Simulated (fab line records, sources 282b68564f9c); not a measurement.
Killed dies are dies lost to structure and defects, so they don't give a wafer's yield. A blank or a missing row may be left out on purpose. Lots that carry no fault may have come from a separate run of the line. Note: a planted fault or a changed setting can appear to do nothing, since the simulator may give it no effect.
Comparing a struck lot with a sound one    flow rit_cmos    18 steps out of a route of 202
Sound: the wafers L959.1, L959.3, L959.5. Struck: wafer L972.2 (left out: L972.1, L972.6 of the same lot, which were not struck); the cause appears at the end.
Order at every step that has rows: each side's tool, ch and its chambers, its first start. Under that, the readings that differ: sound wafers    struck wafers    difference of the means    sigmas: that difference in standard deviations of wafers without a fault.
alike: a reading whose means differ by less than 2 such deviations, as well as words and numbers matching on both sides. not compared: withheld readings; readings where some wafer has no value; bounds like >300 that might hide an equal value; numbers whose values overlap and for which the record gives no deviation.
Wherever a step has rows on one side only, a row that says differs or no value, or a row with sigmas, the two part there. Numbers that don't overlap but have no deviation are shown without sigmas and don't part them. A reading that every wafer of one side lacks parts them only if that side has two wafers or more.

RIT_M1_SPUTTER_00: material Al, target thk 400 nm, time 500 s.
  sound on pvd_sputter-03 at day 3 17:29; struck on pvd_sputter-04 at day 6 10:55
reading                 sound           struck  difference  sigmas
throttle_valve_pct (%)  29.3 32.2 32.2  28.8    -2.4        -2
RIT_M1_RS_MEAS_01: uses a four-point probe to measure.
  sound on film_metro-04 at day 3 17:47; struck on film_metro-04 at day 6 11:13
reading            sound                 struck  difference  sigmas
M1_AL_RS (ohm/sq)  0.0739 0.0735 0.0731  0.0757  +0.0022     +2
RIT_M1_THK_MEAS_02: measures by xrf.
  sound on film_metro-04 at day 3 17:54; struck on film_metro-04 at day 6 11:20
reading         sound        struck  difference  sigmas
M1_AL_THK (nm)  402 405 408  390     -15         -2
then, 6 steps without rows for these wafers: RIT_M1_HMDS_03 (prime time 60 s); RIT_M1_COAT_04 (resist thk 1300 nm); RIT_M1_SOFTBAKE_05 (time 60 s); RIT_M1_EXPOSE_06 (exposes mask M12, target cd 2600 nm); RIT_M1_PEB_07; RIT_M1_DEVELOP_08 (develop time 68 s).
RIT_M1_CD_MEAS_09: the cd target is 2600 nm.
  sound on cd_sem-01 at day 3 18:50; struck on cd_sem-01 at day 6 12:24
  alike: cd_nm
RIT_M1_OVL_MEAS_10:
  sound on overlay-01 at day 3 18:58; struck on overlay-02 at day 6 12:31
  alike: M1_OVL
then, 1 step without rows for these wafers: RIT_M1_HARDBAKE_11 (time 120 s).
RIT_M1_METAL_ETCH_12: etches Al in Cl2/BCl3, stops on SiO2, time 165 s, target depth 600 nm.
  sound on rie_metal-01 ch 0, day 3 19:14; struck on rie_metal-03 ch 1, day 6 12:48
reading                                  sound              struck  difference  sigmas
drypump_motor_current_A (A)              4.7 4.8 4.8        6.1     +1.3        +3
oes_product_au (a.u.)                    0.772 0.776 0.775  0.981   +0.207      +22
run_length_s (s)                         194.4 193.8 194.2  127.6   -66.5       -99 or more
throttle_valve_pct (%)                   8.09 8.08 8.08     8.44    +0.36       +2
model.NOVOLAK_of_M1_COAT_04.thk_nm (nm)  810.2 804.8 809.9  944.5   +136.2      
model.M1.feature_depth_nm (nm)           430.5 433.2 434.3  359.2   -73.5       
model.etch.depth_nm (nm)                 397.9 400.4 401.7  359.2   -40.8       
  not compared: rf_fwd_power_W, rf_hours_counter_h
then, 1 step without rows for these wafers: RIT_M1_STRIP_13 (strips in nmp, time 600 s).
RIT_M1_STRIP_14: strips in O2, time 180 s.
  sound on plasma_asher-03 ch 0,1, day 3 19:46; struck on plasma_asher-01 ch 1, day 6 13:08
  alike: drypump_motor_current_A, o2_flow_sccm
  not compared: rf_hours_counter_h
RIT_M1_CD_MEAS_90: the cd target is 2600 nm.
  sound on cd_sem-02 at day 3 19:56; struck on cd_sem-02 at day 6 13:19
  alike: cd_nm
then, 1 step without rows for these wafers: RIT_M1_ANNEAL_15 (time 1800 s).
RIT_M1_PROBE_99:
  sound on prober-01 at day 3 21:40; struck on prober-02 at day 6 15:07
reading                                        sound              struck  difference  sigmas
defect_limited_yield (%)                       97.3 97.0 95.8     1.5     -95.2       -87
killed_at_M0_to_M3                             0 0 0              256     +256        +99 or more
killed_dies                                    7 8 11             260     +251        +90
killed_on_rim                                  3 2 2              68      +66         +51
sort_bin_5_function (%)                        1.1 1.9 1.9        97.7    +96.1       +99 or more
sort_n_pass                                    257.0 256.0 253.0  4.0     -251.3      -90
sort_yield_pct (%)                             97.3 97.0 95.8     1.5     -95.2       -87
model.etest.tester.sort_n_pass                 257 256 253        4       -251        
model.etest.tester.sort_bin_5_pct (%)          1.136 1.894 1.894  97.73   +96.09      
model.etest.tester.sort_yield_pct (%)          97.35 96.97 95.83  1.515   -95.202     
model.etest.pmos_0p3.over_limit                0 0 0              1       +1          
model.etest.gate_to_diffusion_comb.over_limit  0 0 0              1       +1          
model.etest.pplus_sal.short                    0 0 0              1       +1          
model.etest.diode_nplus_pwell.over_limit       0 0 0              1       +1          
model.etest.cap_n_gate.short                   0 0 0              1       +1          
  alike: killed_at_contacts, killed_at_front_end, killed_open, killed_short, sort_bin_3_pad_short, sort_bin_6_memory

## WHERE THEY PART
At RIT_M1_SPUTTER_00 first; at RIT_M1_PROBE_99 last (within this record only).

WHY: what had been put in by the simulator
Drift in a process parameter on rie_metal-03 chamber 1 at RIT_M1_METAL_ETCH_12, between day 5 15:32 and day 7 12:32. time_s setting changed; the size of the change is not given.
